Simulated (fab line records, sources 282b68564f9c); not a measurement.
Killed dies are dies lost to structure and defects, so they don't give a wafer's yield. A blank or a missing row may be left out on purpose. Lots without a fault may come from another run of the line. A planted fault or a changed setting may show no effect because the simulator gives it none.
fab line records | flow rit_cmos
record lots=6 wafers=18 last_day=7
route steps=202 shown SDANNEAL@153 PSD@157 NSD@158 PLDD@159 NLDD@160 SILICIDE@161 CONTACT@168 M1@184
lots that met no fault: from a run of the same line without faults
start_h: hours from the record's first day to the start of the lot's first wafer shown | wait_h: hours since the lot's step before | " the same as in the row above | L1.1+2: a row that stands for several wafers | - no value, or no start given | * or withheld: withheld | < > ~ a bound
route shown NAME@n: a module of which the file shows steps, and the number in the route of the first | usual: mean/standard deviation of fault-free wafers | same: alike in all rows | chamber/n: place in a boat | sites: the reading at each site | _std_site: their standard deviation | _edge_site: outer sites' mean less inner sites' | radius_mm: how far each site lies from the wafer's centre | mask NAME#n: copy n | behind: the tool/chamber that last shaped the wafer | hold: why the lot was held/for how many hours/how that ended | device: the transistor (n, p or np) that didn't switch | end of line: the same wafers' tests at the end of the route | a step without rows: its recipe alone | killed: dies lost to structure and defects at the first sort, not the wafer's yield | map: a wafer's dies, x killed, . not, _ none there
set.NAME: the setting as run; set.NAME@STEP: as run at that earlier step | model.NAME: the simulator's own value behind a step, which no gauge read
lots at some steps of the route; a table a step, a row a wafer
services: from which hour (start_h, from the record's first day; less than 0 if before it) a tool's chamber was out of use, for how many hours, and why
## steps
# step RIT_SDANNEAL_CLEAN_00
# recipe chemistry=SC1 mix=3:3:50 time_s=600 temp_c=75
# step RIT_SDANNEAL_CLEAN_01
# recipe chemistry=dHF dilution=50:1 time_s=30
# step RIT_SDANNEAL_CLEAN_02
# recipe chemistry=SC2 mix=3:3:50 time_s=600 temp_c=75 dry=n2_spin
# step RIT_SDANNEAL_RTA_03
# recipe temp_c=1050 time_s=5 idle_temp_c=600 ramp_up_c_per_s=342 ramp_down_c_per_s=171 cool_to_c=600 ambient=N2
# usual wafer_temp_C_max=1053.6/1.2
# columns lot.wafer tool chamber start_h wait_h wafer_temp_C_max
L179.2 rtp_anneal-02 0 54.51 0.0 1052.2
L179.3 " 0 " " 1053.1
L179.6 " 0 " " 1055.6
L182.1 rtp_anneal-01 0 68.72 0.0 1054.4
L182.5 " 0 " " 1054.3
L182.6 " 0 " " 1053.0
L184.1 rtp_anneal-01 0 79.59 0.0 1052.9
L184.3 " 0 " " 1053.1
L184.5 " 0 " " 1054.1
L189.1 rtp_anneal-02 0 110.12 0.0 1052.8
L189.3 " 0 " " 1055.8
L189.5 " 0 " " 1054.4
L197.1 rtp_anneal-01 0 145.39 0.0 1053.2
L197.4 " 0 " " 1054.4
L197.6 " 0 " " 1053.9
L201.1 rtp_anneal-01 0 164.76 0.0 1052.7
L201.3 " 0 " " 1054.7
L201.5 " 0 " " 1053.2
# step RIT_SDANNEAL_RS_MEAS_04
# recipe thk_meas_gauge=four-point-probe
# usual PSD_RS=115.9/0.36
# columns lot.wafer tool chamber start_h wait_h PSD_RS[ohm/sq]
L179.2 film_metro-01 - 54.58 0.1 115.8
L179.3 " - " " 116.0
L179.6 " - " " 115.9
L182.1 film_metro-01 - 68.78 0.0 116.1
L182.5 " - " " 115.8
L182.6 " - " " 115.5
L184.1 film_metro-01 - 79.65 0.0 116.0
L184.3 " - " " 116.3
L184.5 " - " " 116.0
L189.1 film_metro-01 - 110.18 0.0 116.0
L189.3 " - " " 115.7
L189.5 " - " " 116.0
L197.1 film_metro-02 - 145.45 0.0 115.8
L197.4 " - " " 116.2
L197.6 " - " " 116.0
L201.1 film_metro-02 - 164.82 0.0 115.7
L201.3 " - " " 115.6
L201.5 " - " " 115.6
# step RIT_SDANNEAL_RS_MEAS_05
# recipe thk_meas_gauge=four-point-probe
# usual NSD_RS=84.6/0.35
# columns lot.wafer tool chamber start_h wait_h NSD_RS[ohm/sq]
L179.2 film_metro-01 - 54.70 0.1 85.1
L179.3 " - " " 85.1
L179.6 " - " " 85.4
L182.1 film_metro-01 - 68.90 0.1 84.6
L182.5 " - " " 84.8
L182.6 " - " " 84.3
L184.1 film_metro-01 - 79.77 0.1 84.7
L184.3 " - " " 84.7
L184.5 " - " " 84.5
L189.1 film_metro-01 - 110.30 0.1 84.7
L189.3 " - " " 84.7
L189.5 " - " " 84.8
L197.1 film_metro-02 - 145.57 0.1 84.3
L197.4 " - " " 84.9
L197.6 " - " " 84.5
L201.1 film_metro-02 - 164.94 0.1 84.1
L201.3 " - " " 84.2
L201.5 " - " " 83.9
# step RIT_SDANNEAL_RS_MEAS_06
# recipe thk_meas_gauge=four-point-probe
# usual PLDD_RS=178.7/0.57
# columns lot.wafer tool chamber start_h wait_h PLDD_RS[ohm/sq]
L179.2 film_metro-01 - 54.82 0.1 178.8
L179.3 " - " " 178.6
L179.6 " - " " 179.5
L182.1 film_metro-01 - 69.02 0.1 178.9
L182.5 " - " " 178.6
L182.6 " - " " 178.3
L184.1 film_metro-01 - 79.89 0.1 178.8
L184.3 " - " " 179.4
L184.5 " - " " 179.3
L189.1 film_metro-01 - 110.42 0.1 178.7
L189.3 " - " " 178.6
L189.5 " - " " 178.4
L197.1 film_metro-02 - 145.69 0.1 178.7
L197.4 " - " " 178.7
L197.6 " - " " 178.3
L201.1 film_metro-02 - 165.06 0.1 178.0
L201.3 " - " " 177.3
L201.5 " - " " 177.9
# step RIT_SDANNEAL_RS_MEAS_07
# recipe thk_meas_gauge=four-point-probe
# usual NLDD_RS=150.3/0.55
# columns lot.wafer tool chamber start_h wait_h NLDD_RS[ohm/sq]
L179.2 film_metro-01 - 54.94 0.1 150.6
L179.3 " - " " 150.8
L179.6 " - " " 150.6
L182.1 film_metro-01 - 69.14 0.1 151.2
L182.5 " - " " 151.4
L182.6 " - " " 151.0
L184.1 film_metro-01 - 80.01 0.1 150.7
L184.3 " - " " 151.1
L184.5 " - " " 150.7
L189.1 film_metro-01 - 110.54 0.1 150.0
L189.3 " - " " 149.8
L189.5 " - " " 149.3
L197.1 film_metro-02 - 145.81 0.1 149.4
L197.4 " - " " 150.1
L197.6 " - " " 149.1
L201.1 film_metro-02 - 165.18 0.1 149.2
L201.3 " - " " 150.3
L201.5 " - " " 149.7
# step RIT_SILICIDE_WET_ETCH_00
# recipe chemistry=BOE target=SiO2 target_depth_nm=14 time_s=14.28 dry=n2_spin dilution=10:1 temp_c=21.5
# step RIT_SILICIDE_SPUTTER_01
# recipe material=Ti target_thk_nm=30 power_w=350 chamber_pressure_pa=0.667 gas=Ar time_s=240 substrate_temp_c=25
# usual throttle_valve_pct=30.1/0.65
# columns lot.wafer tool chamber start_h wait_h throttle_valve_pct
L179.2 pvd_sputter-01 - 55.05 0.0 30.7
L179.3 " - " " 31.1
L179.6 " - " " 31.1
L182.1 pvd_sputter-01 - 69.28 0.0 31.1
L182.5 " - " " 29.7
L182.6 " - " " 30.7
L184.1 pvd_sputter-01 - 80.14 0.0 30.4
L184.3 " - " " 30.8
L184.5 " - " " 29.7
L189.1 pvd_sputter-02 - 110.67 0.0 28.5
L189.3 " - " " 29.2
L189.5 " - " " 30.0
L197.1 pvd_sputter-01 - 145.94 0.0 29.7
L197.4 " - " " 30.5
L197.6 " - " " 31.1
L201.1 pvd_sputter-01 - 165.31 0.0 31.1
L201.3 " - " " 30.3
L201.5 " - " " 30.9
# step RIT_SILICIDE_RS_MEAS_02
# recipe thk_meas_gauge=four-point-probe reads=Ti_of_SILICIDE_SPUTTER_01
# usual SILICIDE_TI_RS=47.8/0.73
# columns lot.wafer tool chamber start_h wait_h SILICIDE_TI_RS[ohm/sq]
L179.2 film_metro-04 - 55.22 0.1 47.6
L179.3 " - " " 46.6
L179.6 " - " " 46.7
L182.1 film_metro-03 - 69.43 0.1 47.0
L182.5 " - " " 48.7
L182.6 " - " " 48.0
L184.1 film_metro-04 - 80.29 0.1 47.9
L184.3 " - " " 47.9
L184.5 " - " " 48.5
L189.1 film_metro-02 - 110.82 0.1 48.6
L189.3 " - " " 48.1
L189.5 " - " " 47.9
L197.1 film_metro-04 - 146.09 0.1 47.8
L197.4 " - " " 47.0
L197.6 " - " " 46.4
L201.1 film_metro-04 - 165.46 0.1 47.0
L201.3 " - " " 47.9
L201.5 " - " " 47.3
# step RIT_SILICIDE_THK_MEAS_03
# recipe thk_meas_gauge=xrf reads=Ti_of_SILICIDE_SPUTTER_01
# usual SILICIDE_TI_THK=30.1/0.41
# columns lot.wafer tool chamber start_h wait_h SILICIDE_TI_THK[nm]
L179.2 film_metro-04 - 55.33 0.1 30.4
L179.3 " - " " 30.8
L179.6 " - " " 30.9
L182.1 film_metro-03 - 69.55 0.1 30.6
L182.5 " - " " 29.9
L182.6 " - " " 30.1
L184.1 film_metro-04 - 80.41 0.1 30.1
L184.3 " - " " 30.2
L184.5 " - " " 30.0
L189.1 film_metro-02 - 110.94 0.1 29.4
L189.3 " - " " 29.6
L189.5 " - " " 29.7
L197.1 film_metro-04 - 146.21 0.1 30.3
L197.4 " - " " 30.7
L197.6 " - " " 30.9
L201.1 film_metro-04 - 165.58 0.1 30.6
L201.3 " - " " 30.2
L201.5 " - " " 30.4
# step RIT_SILICIDE_RTA_04
# recipe temp_c=650 time_s=10 idle_temp_c=25 ramp_up_s=5 ramp_down_s=5 cool_to_c=25 ambient=N2
# usual wafer_temp_C_max=653.6/1.5
# columns lot.wafer tool chamber start_h wait_h wafer_temp_C_max
L179.2 rtp_anneal-01 0 55.39 0.1 654.6
L179.3 " 0 " " 653.9
L179.6 " 0 " " 654.2
L182.1 rtp_anneal-02 0 69.61 0.1 652.3
L182.5 " 0 " " 652.1
L182.6 " 0 " " 653.7
L184.1 rtp_anneal-02 0 80.47 0.1 651.4
L184.3 " 0 " " 652.3
L184.5 " 0 " " 652.6
L189.1 rtp_anneal-01 0 111.00 0.1 655.2
L189.3 " 0 " " 653.8
L189.5 " 0 " " 657.5
L197.1 rtp_anneal-02 0 146.27 0.1 652.1
L197.4 " 0 " " 651.6
L197.6 " 0 " " 651.9
L201.1 rtp_anneal-02 0 165.64 0.1 653.3
L201.3 " 0 " " 653.0
L201.5 " 0 " " 652.2
# step RIT_SILICIDE_WET_ETCH_05
# recipe chemistry=SPM target=Ti temp_c=90 time_s=120 dry=n2_spin
# step RIT_SILICIDE_RTA_06
# recipe temp_c=750 time_s=10 idle_temp_c=25 ramp_up_s=5 ramp_down_s=10 cool_to_c=25 ambient=N2
# usual wafer_temp_C_max=754.3/1.8
# columns lot.wafer tool chamber start_h wait_h wafer_temp_C_max
L179.2 rtp_anneal-02 0 55.50 0.0 753.0
L179.3 " 0 " " 752.5
L179.6 " 0 " " 752.3
L182.1 rtp_anneal-01 0 69.78 0.0 753.9
L182.5 " 0 " " 755.0
L182.6 " 0 " " 755.8
L184.1 rtp_anneal-01 0 80.65 0.0 754.8
L184.3 " 0 " " 756.3
L184.5 " 0 " " 754.1
L189.1 rtp_anneal-02 0 111.11 0.0 752.4
L189.3 " 0 " " 752.7
L189.5 " 0 " " 752.4
L197.1 rtp_anneal-01 0 146.38 0.0 756.0
L197.4 " 0 " " 754.8
L197.6 " 0 " " 754.3
L201.1 rtp_anneal-01 0 165.82 0.0 756.2
L201.3 " 0 " " 757.1
L201.5 " 0 " " 755.0
# step RIT_CONTACT_CVD_00
# recipe material=SiO2 target_thk_nm=400 precursor=TEOS temp_c=390 time_s=59.47 rf_w=400
# step RIT_CONTACT_THK_MEAS_01
# recipe reads=SiO2_of_CONTACT_CVD_00
# usual CONTACT_TEOS_THK=387/6.2
# columns lot.wafer tool chamber start_h wait_h CONTACT_TEOS_THK[nm]
L179.2 film_metro-01 - 55.62 0.0 379
L179.3 " - " " 382
L179.6 " - " " 392
L182.1 film_metro-04 - 69.90 0.0 386
L182.5 " - " " 388
L182.6 " - " " 388
L184.1 film_metro-01 - 80.77 0.0 384
L184.3 " - " " 385
L184.5 " - " " 391
L189.1 film_metro-04 - 111.23 0.0 383
L189.3 " - " " 385
L189.5 " - " " 393
L197.1 film_metro-03 - 146.50 0.0 385
L197.4 " - " " 391
L197.6 " - " " 396
L201.1 film_metro-03 - 165.94 0.0 391
L201.3 " - " " 387
L201.5 " - " " 392
# step RIT_CONTACT_HMDS_02
# recipe prime_time_s=60 prime_temp_c=140
# step RIT_CONTACT_COAT_03
# recipe resist=NOVOLAK spin_rpm=3250 resist_thk_nm=1000
# step RIT_CONTACT_SOFTBAKE_04
# recipe resist=NOVOLAK temp_c=90 time_s=60
# step RIT_CONTACT_EXPOSE_05
# recipe mask_id=M11 na=0.6 source_shape=conventional sigma_outer=0.5 target_cd_nm=1000 dose_mj=250
# step RIT_CONTACT_PEB_06
# recipe resist=NOVOLAK temp_c=withheld time_s=withheld
# step RIT_CONTACT_DEVELOP_07
# recipe resist=NOVOLAK develop_time_s=120 dev_temp_c=23
# step RIT_CONTACT_CD_MEAS_08
# recipe target_cd_nm=1000
# usual cd_nm=999.9/2.3
# columns lot.wafer tool chamber start_h wait_h cd_nm
L179.2 cd_sem-01 - 56.79 - 1001.6
L179.3 " - " " 1002.9
L179.6 " - " " 999.9
L182.1 cd_sem-01 - 71.05 - 996.8
L182.5 " - " " 997.5
L182.6 " - " " 996.8
L184.1 cd_sem-02 - 81.91 - 999.7
L184.3 " - " " 998.8
L184.5 " - " " 999.6
L189.1 cd_sem-02 - 112.69 - 998.1
L189.3 " - " " 999.7
L189.5 " - " " 1002.2
L197.1 cd_sem-01 - 147.65 - 999.6
L197.4 " - " " 997.7
L197.6 " - " " 998.6
L201.1 cd_sem-01 - 166.96 - 999.0
L201.3 " - " " 1000.2
L201.5 " - " " 1003.1
# step RIT_CONTACT_OVL_MEAS_09
# usual CONTACT_OVL=-0.2/1.4
# columns lot.wafer tool chamber start_h wait_h CONTACT_OVL[nm]
L179.2 overlay-01 - 56.89 0.1 1.3
L179.3 " - " " 1.3
L179.6 " - " " -0.9
L182.1 overlay-02 - 71.17 0.1 -2.1
L182.5 " - " " -1.3
L182.6 " - " " -1.4
L184.1 overlay-02 - 82.03 0.1 -0.8
L184.3 " - " " 0.3
L184.5 " - " " 1.8
L189.1 overlay-02 - 112.81 0.1 -0.1
L189.3 " - " " -1.1
L189.5 " - " " 0.4
L197.1 overlay-02 - 147.77 0.1 3.0
L197.4 " - " " 0.9
L197.6 " - " " 0.8
L201.1 overlay-02 - 167.08 0.1 -0.7
L201.3 " - " " 1.2
L201.5 " - " " 1.4
# step RIT_CONTACT_HARDBAKE_10
# recipe resist=NOVOLAK temp_c=140 time_s=60
# step RIT_CONTACT_ETCH_11
# recipe target_depth_a=4800 over_etch_frac=0.2 stop_on=TiSi2 chemistry=CHF3/CF4/Ar target=SiO2 CHF3_flow_sccm=50 cf4_flow_sccm=10 Ar_flow_sccm=100 O2_flow_sccm=5 pressure_mtorr=100 rf_w=200 time_s=320
# usual drypump_motor_current_A=5.8/0.45 oes_product_au=0.980/0.013 throttle_valve_pct=8.86/0.11
# columns lot.wafer tool chamber start_h wait_h drypump_motor_current_A oes_product_au rf_hours_counter_h throttle_valve_pct
L179.2 rie_diel-03 2 57.13 0.1 5.3 0.995 58 8.82
L179.3 " 3 " " 6.4 0.955 111 8.91
L179.6 " 2 " " 5.3 0.988 - 8.82
L182.1 rie_diel-03 0 71.36 0.1 6.4 0.966 1 8.79
L182.5 " 1 " " 5.2 0.984 - 9.08
L182.6 " 2 " " 5.3 0.997 - 8.83
L184.1 rie_diel-01 0 82.22 0.1 6.5 0.972 67 8.86
L184.3 " 1 " " 5.7 0.983 152 8.88
L184.5 " 2 " " 5.4 1.003 - 8.89
L189.1 rie_diel-01 0 112.99 0.1 6.4 0.969 67 8.87
L189.3 " 3 " " 6.1 0.962 69 8.62
L189.5 " 0 " " 6.4 0.967 - 8.84
L197.1 rie_diel-02 2 147.96 0.1 5.4 0.994 4 8.92
L197.4 " 1 " " 6.1 0.970 7 8.78
L197.6 " 2 " " 5.4 0.996 - 8.89
L201.1 rie_diel-02 1 167.27 0.1 6.1 0.975 7 8.79
L201.3 " 3 " " 5.5 0.980 5 8.90
L201.5 " 1 " " 6.1 0.968 - 8.78
# step RIT_CONTACT_STRIP_12
# recipe chemistry=O2 time_s=180 resist=NOVOLAK platen_temp_c=withheld power_w=500 pressure_mtorr=4000 o2_flow_sccm=4000
# step RIT_CONTACT_CD_MEAS_90
# recipe target_cd_nm=1000
# usual cd_nm=999.8/2.4
# columns lot.wafer tool chamber start_h wait_h cd_nm
L179.2 cd_sem-01 - 57.52 0.1 1001.3
L179.3 " - " " 1002.6
L179.6 " - " " 998.8
L182.1 cd_sem-01 - 71.73 0.1 996.5
L182.5 " - " " 996.8
L182.6 " - " " 996.3
L184.1 cd_sem-01 - 82.59 0.1 1000.1
L184.3 " - " " 998.9
L184.5 " - " " 999.4
L189.1 cd_sem-02 - 113.36 0.1 998.8
L189.3 " - " " 999.5
L189.5 " - " " 1002.8
L197.1 cd_sem-02 - 148.33 0.1 1000.1
L197.4 " - " " 997.3
L197.6 " - " " 998.7
L201.1 cd_sem-02 - 167.64 0.1 998.8
L201.3 " - " " 1000.2
L201.5 " - " " 1003.0
# step RIT_CONTACT_CLEAN_13
# recipe chemistry=SC1 mix=3:3:50 time_s=600 temp_c=75
# step RIT_CONTACT_CLEAN_14
# recipe chemistry=SC2 mix=3:3:50 time_s=600 temp_c=75 dry=n2_spin
# step RIT_M1_SPUTTER_00
# recipe material=Al target_thk_nm=400 power_w=2000 chamber_pressure_pa=0.4 gas=Ar time_s=500 substrate_temp_c=25
# usual throttle_valve_pct=30.3/0.96
# columns lot.wafer tool chamber start_h wait_h throttle_valve_pct
L179.2 pvd_sputter-04 - 57.99 0.0 29.5
L179.3 " - " " 30.6
L179.6 " - " " 29.6
L182.1 pvd_sputter-03 - 72.21 0.0 29.3
L182.5 " - " " 30.2
L182.6 " - " " 32.2
L184.1 pvd_sputter-03 - 83.07 0.0 30.1
L184.3 " - " " 32.4
L184.5 " - " " 32.4
L189.1 pvd_sputter-03 - 113.83 0.0 29.4
L189.3 " - " " 30.3
L189.5 " - " " 29.2
L197.1 pvd_sputter-02 - 149.00 0.0 29.3
L197.4 " - " " 29.1
L197.6 " - " " 29.1
L201.1 pvd_sputter-03 - 168.11 0.0 31.9
L201.3 " - " " 31.1
L201.5 " - " " 29.3
# step RIT_M1_RS_MEAS_01
# recipe thk_meas_gauge=four-point-probe reads=Al_of_M1_SPUTTER_00
# usual M1_AL_RS=0.0737/0.00093
# columns lot.wafer tool chamber start_h wait_h M1_AL_RS[ohm/sq]
L179.2 film_metro-01 - 58.30 0.2 0.0721
L179.3 " - " " 0.0732
L179.6 " - " " 0.0727
L182.1 film_metro-02 - 72.51 0.1 0.0740
L182.5 " - " " 0.0747
L182.6 " - " " 0.0726
L184.1 film_metro-02 - 83.37 0.1 0.0751
L184.3 " - " " 0.0728
L184.5 " - " " 0.0733
L189.1 film_metro-01 - 114.12 0.1 0.0743
L189.3 " - " " 0.0745
L189.5 " - " " 0.0746
L197.1 film_metro-01 - 149.30 0.1 0.0751
L197.4 " - " " 0.0742
L197.6 " - " " 0.0756
L201.1 film_metro-02 - 168.40 0.1 0.0728
L201.3 " - " " 0.0745
L201.5 " - " " 0.0745
# step RIT_M1_THK_MEAS_02
# recipe thk_meas_gauge=xrf reads=Al_of_M1_SPUTTER_00
# usual M1_AL_THK=399/5.2
# columns lot.wafer tool chamber start_h wait_h M1_AL_THK[nm]
L179.2 film_metro-01 - 58.41 0.1 408
L179.3 " - " " 401
L179.6 " - " " 405
L182.1 film_metro-02 - 72.63 0.1 396
L182.5 " - " " 391
L182.6 " - " " 403
L184.1 film_metro-02 - 83.49 0.1 391
L184.3 " - " " 404
L184.5 " - " " 400
L189.1 film_metro-01 - 114.24 0.1 394
L189.3 " - " " 394
L189.5 " - " " 394
L197.1 film_metro-01 - 149.42 0.1 390
L197.4 " - " " 395
L197.6 " - " " 387
L201.1 film_metro-02 - 168.52 0.1 398
L201.3 " - " " 391
L201.5 " - " " 389
# step RIT_M1_HMDS_03
# recipe prime_time_s=60 prime_temp_c=140
# step RIT_M1_COAT_04
# recipe resist=NOVOLAK spin_rpm=2000 resist_thk_nm=1300
# step RIT_M1_SOFTBAKE_05
# recipe resist=NOVOLAK temp_c=90 time_s=60
# step RIT_M1_EXPOSE_06
# recipe mask_id=M12 na=0.6 source_shape=conventional sigma_outer=0.5 target_cd_nm=2600 dose_mj=246.5
# step RIT_M1_PEB_07
# recipe resist=NOVOLAK temp_c=withheld time_s=withheld
# step RIT_M1_DEVELOP_08
# recipe resist=NOVOLAK develop_time_s=64.68 dev_temp_c=23
# step RIT_M1_CD_MEAS_09
# recipe target_cd_nm=2600
# usual cd_nm=2600.1/2.2
# columns lot.wafer tool chamber start_h wait_h cd_nm
L179.2 cd_sem-01 - 59.58 - 2600.4
L179.3 " - " " 2601.3
L179.6 " - " " 2600.1
L182.1 cd_sem-01 - 73.57 - 2601.7
L182.5 " - " " 2602.2
L182.6 " - " " 2601.3
L184.1 cd_sem-02 - 84.55 - 2601.3
L184.3 " - " " 2600.7
L184.5 " - " " 2598.5
L189.1 cd_sem-01 - 115.31 - 2600.5
L189.3 " - " " 2599.6
L189.5 " - " " 2600.2
L197.1 cd_sem-01 - 150.36 - 2600.4
L197.4 " - " " 2599.3
L197.6 " - " " 2601.2
L201.1 cd_sem-02 - 169.59 - 2598.4
L201.3 " - " " 2597.3
L201.5 " - " " 2599.3
# step RIT_M1_OVL_MEAS_10
# usual M1_OVL=-0.6/1.3
# columns lot.wafer tool chamber start_h wait_h M1_OVL[nm]
L179.2 overlay-01 - 59.69 0.1 -0.2
L179.3 " - " " -1.9
L179.6 " - " " -2.8
L182.1 overlay-01 - 73.69 0.1 -2.1
L182.5 " - " " -2.2
L182.6 " - " " -3.0
L184.1 overlay-02 - 84.67 0.1 -0.8
L184.3 " - " " 0.1
L184.5 " - " " -0.2
L189.1 overlay-02 - 115.43 0.1 0.0
L189.3 " - " " -0.7
L189.5 " - " " 0.3
L197.1 overlay-01 - 150.48 0.1 0.6
L197.4 " - " " 0.9
L197.6 " - " " -0.2
L201.1 overlay-01 - 169.71 0.1 -0.9
L201.3 " - " " 0.3
L201.5 " - " " -2.2
# step RIT_M1_PROBE_99
# usual killed_at_contacts=0.1/0.36 killed_at_front_end=7.2/2.9 killed_dies=7.4/2.9 killed_open=3.8/2 killed_short=3.5/2
# same gross_dies=264 killed_at_M0_to_M3=0 killed_at_M4_up=0 killed_at_back_side=0 killed_at_other=0
# columns lot.wafer tool chamber start_h wait_h killed_at_contacts killed_at_front_end killed_dies killed_open killed_short model.etest.contact_pplus.end_ohm_um model.etest.contact_nplus.end_ohm_um model.etest.npoly_line.rs_ohm_sq_rim_less_centre model.etest.npoly_line.rs_ohm_sq_range model.etest.npoly_line.rs_ohm_sq model.etest.ppoly_line.rs_ohm_sq model.etest.nplus_sal.rs_ohm_sq_rim_less_centre model.etest.nplus_sal.rs_ohm_sq_range
L179.2 prober-01 - 62.41 0.1 0 5 5 3 2 44.49 41.14 0.3608 0.5202 17.03 16.41 0.03882 0.06085
L179.3 prober-01 - 62.46 0.2 0 10 10 6 4 46.82 41.46 0.04693 0.4851 16.61 16.32 0.03538 0.07263
L179.6 prober-01 - 62.61 0.2 0 8 8 5 3 44.74 43.25 0.4489 0.4837 16.72 16.23 0.0338 0.1035
L182.1 prober-02 - 76.39 0.1 0 8 8 1 7 46.52 44.51 -1.299 1.448 15.93 15.53 -0.4811 0.4881
L182.5 prober-02 - 76.59 0.2 0 4 4 1 3 44.96 42.94 -1.688 1.739 16.15 15.76 -0.4555 0.4692
L182.6 prober-02 - 76.64 0.2 0 6 6 4 2 46.44 43.81 -1.351 1.546 16.12 15.7 -0.4156 0.4295
L184.1 prober-02 - 88.67 0.1 1 9 10 4 6 47.95 45.29 -1.638 1.712 16.14 15.86 -0.4236 0.4585
L184.3 prober-02 - 88.77 0.2 0 7 7 4 3 47.31 46.24 -1.388 1.605 16.07 15.66 -0.4517 0.4712
L184.5 prober-02 - 88.87 0.2 1 5 6 3 3 48.06 44.61 -1.495 1.564 16.33 15.87 -0.4131 0.4473
L189.1 prober-02 - 118.24 0.1 0 13 13 6 7 42.88 40.94 0.2142 0.2727 16.99 16.55 0.05543 0.07167
L189.3 prober-02 - 118.34 0.2 0 6 6 3 3 42.91 42.83 -0.02656 0.4155 16.98 16.59 0.03833 0.09832
L189.5 prober-02 - 118.44 0.2 0 10 10 7 3 43.74 42.77 0.1598 0.3616 17.03 16.67 0.03908 0.09105
L197.1 prober-02 - 153.02 0.1 0 6 6 3 3 43.33 41.96 0.09809 0.3082 16.92 16.46 -0.06372 0.07516
L197.4 prober-02 - 153.17 0.2 0 11 11 4 7 43.63 42.61 0.1503 0.402 16.77 16.23 -0.05045 0.06569
L197.6 prober-02 - 153.27 0.2 0 10 10 6 4 42.34 44.22 -0.2133 0.2837 16.77 16.25 -0.02924 0.06402
L201.1 prober-02 - 172.25 0.1 0 12 12 6 6 44.2 41.33 -0.2139 0.5169 16.81 16.27 -0.02111 0.08613
L201.3 prober-02 - 172.35 0.2 0 7 7 2 5 43.83 40.8 -0.1081 0.2909 17.15 16.61 -0.0194 0.06699
L201.5 prober-02 - 172.45 0.2 0 8 8 4 4 44.04 42.08 0.02485 0.3263 16.81 16.29 -0.02501 0.06741
# killed by level:class
L179.2 REOX:geometric_particle:open=2 GATE:geometric_particle:short=1 SPACER:geometric_particle:open=1 SPACER:geometric_particle:short=1
L179.3 GATE:geometric_particle:open=2 REOX:geometric_particle:short=2 REOX:geometric_particle:open=2 FOX1:geometric_particle:open=1 FOX2:geometric_particle:short=1 GATE:geometric_particle:short=1 SPACER:geometric_particle:open=1
L179.6 GATE:geometric_particle:open=2 SPACER:geometric_particle:open=2 FOX2:geometric_particle:short=1 REOX:geometric_particle:short=1 SPACER:geometric_particle:short=1 SILICIDE:geometric_particle:open=1
L182.1 GATE:geometric_particle:short=5 FOX1:geometric_particle:short=1 FOX2:geometric_particle:short=1 SILICIDE:geometric_particle:open=1
L182.5 GATE:geometric_particle:open=1 GATE:geometric_particle:short=1 REOX:geometric_particle:short=1 SILICIDE:geometric_particle:short=1
L182.6 SPACER:geometric_particle:open=3 FOX2:geometric_particle:open=1 GATE:geometric_particle:short=1 SPACER:geometric_particle:short=1
L184.1 GATE:geometric_particle:short=2 SPACER:geometric_particle:short=2 FOX1:geometric_particle:open=1 GATE:geometric_particle:open=1 REOX:geometric_particle:short=1 SPACER:geometric_particle:open=1 SILICIDE:geometric_particle:open=1 CONTACT:geometric_particle:short=1
L184.3 GATE:geometric_particle:open=3 GATE:geometric_particle:short=1 REOX:geometric_particle:open=1 REOX:geometric_particle:short=1 SPACER:geometric_particle:short=1
L184.5 GATE:geometric_particle:open=2 FOX1:geometric_particle:open=1 REOX:geometric_particle:short=1 SPACER:geometric_particle:short=1 CONTACT:geometric_particle:short=1
L189.1 FOX2:geometric_particle:open=2 FOX2:geometric_particle:short=2 GATE:geometric_particle:short=2 GATE:geometric_particle:open=2 SPACER:geometric_particle:short=2 FOX1:geometric_particle:open=1 REOX:geometric_particle:short=1 REOX:geometric_particle:open=1
L189.3 FOX2:geometric_particle:short=2 GATE:geometric_particle:short=1 GATE:geometric_particle:open=1 REOX:geometric_particle:open=1 SILICIDE:geometric_particle:open=1
L189.5 GATE:geometric_particle:open=5 FOX1:geometric_particle:short=1 FOX1:geometric_particle:open=1 FOX2:geometric_particle:short=1 GATE:geometric_particle:short=1 SPACER:geometric_particle:open=1
L197.1 GATE:geometric_particle:open=2 SILICIDE:geometric_particle:short=2 SPACER:geometric_particle:short=1 SILICIDE:geometric_particle:open=1
L197.4 FOX1:geometric_particle:short=2 GATE:geometric_particle:short=2 SPACER:geometric_particle:open=2 FOX2:geometric_particle:short=1 GATE:geometric_particle:open=1 SPACER:geometric_particle:short=1 SILICIDE:geometric_particle:short=1 SILICIDE:geometric_particle:open=1
L197.6 GATE:geometric_particle:open=2 SILICIDE:geometric_particle:short=2 SILICIDE:geometric_particle:open=2 FOX2:geometric_particle:short=1 REOX:geometric_particle:short=1 REOX:geometric_particle:open=1 SPACER:geometric_particle:open=1
L201.1 FOX1:geometric_particle:open=4 FOX1:geometric_particle:short=2 GATE:geometric_particle:short=2 FOX2:geometric_particle:short=1 GATE:geometric_particle:open=1 SILICIDE:geometric_particle:short=1 SILICIDE:geometric_particle:open=1
L201.3 FOX1:geometric_particle:short=2 REOX:geometric_particle:short=2 FOX1:geometric_particle:open=1 GATE:geometric_particle:short=1 GATE:geometric_particle:open=1
L201.5 GATE:geometric_particle:open=2 GATE:geometric_particle:short=2 SILICIDE:geometric_particle:short=2 FOX2:geometric_particle:open=1 SILICIDE:geometric_particle:open=1
## services
# columns tool chamber start_h hours kind
rtp_anneal-01 - 32.71 3.2 pm
rie_diel-01 - 45.93 3.2 repair
rie_diel-02 1 46.16 14.7 repair
pvd_sputter-02 - 53.78 10.5 repair
rie_diel-03 0 56.94 8.8 repair
rie_diel-02 0 73.09 12.9 repair
rie_diel-01 2 101.06 17.1 repair
pvd_sputter-03 - 120.84 3.1 repair
rtp_anneal-02 - 133.09 5.1 pm
rie_diel-01 1 135.75 - clean
rie_diel-01 1 135.75 13.7 scheduled_down
rie_diel-01 1 135.75 13.7 vent_cycle
pvd_sputter-03 - 160.78 2.8 repair
pvd_sputter-01 - 165.73 2.7 repair
## key
first_sign none at tools or gauges
model_effect step=RIT_M1_PROBE_99 value=etest.contact_pplus.end_ohm_um without=43.44 struck=46.87
met_at RIT_SILICIDE_RTA_04
struck_wafers L182.1,L182.5,L182.6,L184.1,L184.3,L184.5
tester_left_out L182,L184
fault kind=process_parameter_drift tool=rtp_anneal-02 chamber=- onset_h=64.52 steps=RIT_SILICIDE_RTA_04 channel=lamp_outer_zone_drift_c offset=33 shape=step end_h=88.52
# tester_left_out: of these lots the tester's yield and bins aren't shown, on N5 and GAA mostly nor the transistor test; their killed dies are dies lost to structure and defects alone, not to doping, threshold or leakage, so they don't give the yield
